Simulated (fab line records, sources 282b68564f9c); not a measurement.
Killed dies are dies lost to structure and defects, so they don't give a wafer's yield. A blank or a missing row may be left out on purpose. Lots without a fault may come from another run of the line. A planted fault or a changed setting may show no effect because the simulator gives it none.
A struck lot beside a sound one    flow rit_cmos    22 steps out of a route of 202
Sound: the wafers L707.1, L707.2, L707.5. The struck wafers were L712.1, L712.2, L712.4. The cause comes at the end.
At each step with rows: each side's tool, then ch and its chambers, then its first start. Under that, the readings that differ: sound wafers    struck wafers    difference of the means    sigmas: that difference in standard deviations of wafers without a fault.
alike: readings with means less than 2 such deviations apart, plus words and numbers identical on both sides. not compared: withheld readings, readings lacking a value on some wafer, bounds such as >300 that could conceal the same value, and numbers that have no deviation in the record and whose values overlap.
The two part at a step that has a row with sigmas, a row that says differs or no value, or rows on one side only. Numbers that have no deviation but don't overlap get no sigmas and don't part them. Lack of a reading on every wafer of one side parts them only where that side has two or more wafers.

first, 2 steps without rows for these wafers: RIT_NSD_HARDBAKE_07 (time 60 s); RIT_NSD_IMPLANT_08.
RIT_NSD_STRIP_09: strips in O2, time 180 s.
  sound on plasma_asher-04 ch 0,1, day 4 05:28; struck on plasma_asher-03 ch 0,1, day 5 06:13
reading                      sound        struck       difference  sigmas
drypump_motor_current_A (A)  5.4 5.0 5.0  6.0 5.5 6.0  +0.7        +2
  not compared: rf_hours_counter_h
RIT_NSD_TW_MEAS_10:
  struck on film_metro-04, day 5 06:24; sound on film_metro-04, day 4 05:38
  alike: NSD_TW
then, 6 steps without rows for these wafers: RIT_PSD_HMDS_00 (prime time 60 s); RIT_PSD_COAT_01 (resist thk 1000 nm); RIT_PSD_SOFTBAKE_02 (time 60 s); RIT_PSD_EXPOSE_03 (exposes mask M10, target cd 40900 nm); RIT_PSD_PEB_04; RIT_PSD_DEVELOP_05 (develop time 50 s).
RIT_PSD_OVL_MEAS_06:
  struck on overlay-02, day 5 07:26; sound on overlay-02, day 4 06:41
  alike: PSD_OVL
then, 1 step without rows for these wafers: RIT_PSD_HARDBAKE_07 (time 60 s).
RIT_PSD_IMPLANT_08:
  sound on implanter-02 ch 0, day 4 06:52; struck on implanter-02 ch 0, day 5 07:37
reading                    sound                 struck                difference  sigmas
beam_energy_keV            26.994 26.998 26.997  25.105 25.116 25.116  -1.884      -99 or more
model.implant.rp_nm (nm)   20.98 20.98 20.98     20.77 20.77 20.77     -0.21       
model.implant.drp_nm (nm)  12.05 12.05 12.05     11.45 11.45 11.45     -0.60       
  alike: dose_ions_cm2, end_station_pressure_torr
RIT_PSD_STRIP_09: strips in O2, time 180 s.
  sound on plasma_asher-02 ch 0,1, day 4 07:01; struck on plasma_asher-04 ch 0,1, day 5 07:46
  alike: drypump_motor_current_A
  not compared: rf_hours_counter_h
RIT_PSD_TW_MEAS_10:
  struck on film_metro-02, day 5 07:56; sound on film_metro-04, day 4 07:11
  alike: PSD_TW
then, 3 steps without rows for these wafers: RIT_SDANNEAL_CLEAN_00 (cleans in SC1, time 600 s); RIT_SDANNEAL_CLEAN_01 (cleans in dHF, time 31.35 s); RIT_SDANNEAL_CLEAN_02 (cleans in SC2, time 600 s).
RIT_SDANNEAL_RTA_03: time 5 s.
  sound on rtp_anneal-01 ch 0, day 4 07:38; struck on rtp_anneal-02 ch 0, day 5 08:22
  alike: wafer_temp_C_max
RIT_SDANNEAL_RS_MEAS_04: uses a four-point probe to measure.
  struck on film_metro-04, day 5 08:26; sound on film_metro-02, day 4 07:41
reading          sound                 struck                difference  sigmas
PSD_RS (ohm/sq)  116.48 116.42 116.24  120.96 120.85 121.05  +4.57       +16
RIT_SDANNEAL_RS_MEAS_05: uses a four-point probe to measure.
  struck on film_metro-04, day 5 08:33; sound on film_metro-02, day 4 07:49
  alike: NSD_RS
RIT_M1_PROBE_99:
  struck on prober-01, day 5 15:49; sound on prober-02, day 4 14:58
reading                sound          struck                difference  sigmas
model.etest.vpnp.gain  1.008 1 1.026  0.9891 0.9837 0.9868  -0.0248     
  alike: killed_at_contacts, killed_at_front_end, killed_dies, killed_open, killed_short
  not compared: model.etest.contact_pplus.end_ohm_um

== WHERE THEY PART ==
First at RIT_NSD_STRIP_09; last, within this record, at RIT_SDANNEAL_RS_MEAS_04. Later steps at which nothing parts them and some readings are alike: RIT_SDANNEAL_RS_MEAS_05, RIT_M1_PROBE_99.

WHY: the cause the simulator had injected
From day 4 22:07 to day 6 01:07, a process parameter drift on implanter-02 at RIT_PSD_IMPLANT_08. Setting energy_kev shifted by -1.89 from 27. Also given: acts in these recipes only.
